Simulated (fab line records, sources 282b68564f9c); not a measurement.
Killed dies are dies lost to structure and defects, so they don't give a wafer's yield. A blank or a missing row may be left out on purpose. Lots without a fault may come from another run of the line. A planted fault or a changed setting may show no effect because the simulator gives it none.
Split-lot experiment | flow rit_cmos | 5 lots, 27 wafers read, on a route of 202 steps

THE SPLIT
At RIT_CONTACT_DEVELOP_07 (develop time 120 s), the setting develop_time_s was moved away from the recipe's 120 s on 9 of the 27 wafers read, by +23.8% to +45.6%. The other wafers ran this setting at the recipe's value.

FROM THE SPLIT TO THE READING: what the file shows between them, 4 steps
- RIT_CONTACT_CD_MEAS_08: target cd 1000 nm
- RIT_CONTACT_HARDBAKE_10: time 60 s
- RIT_CONTACT_ETCH_11: etches SiO2 in CHF3/CF4/Ar, stops on TiSi2, target depth 480 nm, time 320 s
- RIT_CONTACT_STRIP_12: strips in O2, time 180 s

THE READING
cd_nm, in nm, at RIT_CONTACT_CD_MEAS_90 (target cd 1000 nm). Fault-free wafers of this fab line usually give 1000.1 nm, standard deviation 2.2 nm.

wafer  | tool, chamber at the split | develop_time_s as run, s | against the recipe | cd_nm, nm | against lot-mates on the recipe
L074.1 | litho_track-02, 0          | 169.8                    | +41.5%             | 1025.2    | +26.7
L074.2 | litho_track-02, 0          | 120                      | recipe             | 998.9     | -
L074.3 | litho_track-02, 0          | 169.8                    | +41.5%             | 1026.6    | +28.1
L074.4 | litho_track-02, 0          | 120                      | recipe             | 999.2     | -
L074.5 | litho_track-02, 0          | 120                      | recipe             | 997.4     | -
L074.6 | litho_track-02, 0          | 169.8                    | +41.5%             | 1027.6    | +29.1
L075.1 | litho_track-02, 0          | 148.6                    | +23.8%             | 1016.9    | +16.5
L075.2 | litho_track-02, 0          | 148.6                    | +23.8%             | 1017.8    | +17.4
L075.3 | litho_track-02, 0          | 120                      | recipe             | 1001.3    | -
L075.4 | litho_track-02, 0          | 120                      | recipe             | 1001.4    | -
L075.5 | litho_track-02, 0          | 120                      | recipe             | 998.4     | -
L075.6 | litho_track-02, 0          | 148.6                    | +23.8%             | 1018.4    | +18.0
L076.1 | litho_track-02, 0          | 174.7                    | +45.6%             | 1026.3    | +29.0
L076.2 | litho_track-02, 0          | 120                      | recipe             | 995.9     | -
L076.3 | litho_track-02, 0          | 174.7                    | +45.6%             | 1027.7    | +30.4
L076.4 | litho_track-02, 0          | 174.7                    | +45.6%             | 1027.8    | +30.5
L076.5 | litho_track-02, 0          | 120                      | recipe             | 998.9     | -
L076.6 | litho_track-02, 0          | 120                      | recipe             | 997.0     | -
L083.1 | litho_track-02, 0          | 120                      | recipe             | 1003.3    | -
L083.2 | litho_track-02, 0          | 120                      | recipe             | 1001.9    | -
L083.3 | litho_track-02, 0          | 120                      | recipe             | 1001.4    | -
L083.4 | litho_track-02, 0          | 120                      | recipe             | 1002.8    | -
L083.5 | litho_track-02, 0          | 120                      | recipe             | 1002.7    | -
L083.6 | litho_track-02, 0          | 120                      | recipe             | 1003.9    | -
L085.1 | litho_track-02, 0          | 120                      | recipe             | 999.2     | -
L085.2 | litho_track-02, 0          | 120                      | recipe             | 1000.8    | -
L085.3 | litho_track-02, 0          | 120                      | recipe             | 1000.5    | -

THE FIT
A straight line over all 27 wafers: cd_nm changes by +0.621 nm for each +1% of develop_time_s; r = +0.98; the points scatter about the line by 2.2 nm.
The same after taking each lot's own level away (the mean of its wafers on the recipe; 27 wafers): +0.671 nm for each +1%; r = +1.00; scatter 1.1 nm.
On that fit, the largest move of develop_time_s shifts the reading by 31 nm.
The lots' own levels span 997.27 to 1002.67 nm, that is 2.5 times the standard deviation above.
So the lot-to-lot level changes the slope little: the two slopes agree.
Check: with one of the wafers moved furthest among these (+45.6%) left out of the fit, the line predicts +31 nm for it against its lot-mates. It came out at +29 nm against them.

THE WHOLE CHAIN: every reading that the file lists as answering this split, in the file's order
step                   | what it does                                                                | reading                                                        | change (the file's fit)               | r (the file's)
RIT_CONTACT_CD_MEAS_08 | target cd 1000 nm                                                           | cd_nm                                                          | +0.668 nm for each +1% of the setting | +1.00
RIT_CONTACT_ETCH_11    | etches SiO2 in CHF3/CF4/Ar, stops on TiSi2, target depth 480 nm, time 320 s | CONTACT.cd_nm (the simulator's own value, which no gauge read) | +0.673 nm for each +1% of the setting | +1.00
RIT_CONTACT_CD_MEAS_90 | target cd 1000 nm                                                           | cd_nm                                                          | +0.673 nm for each +1% of the setting | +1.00

THE FILE'S OWN FIT
cd_nm changes by +0.673 nm for each +1% of develop_time_s, r = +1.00.
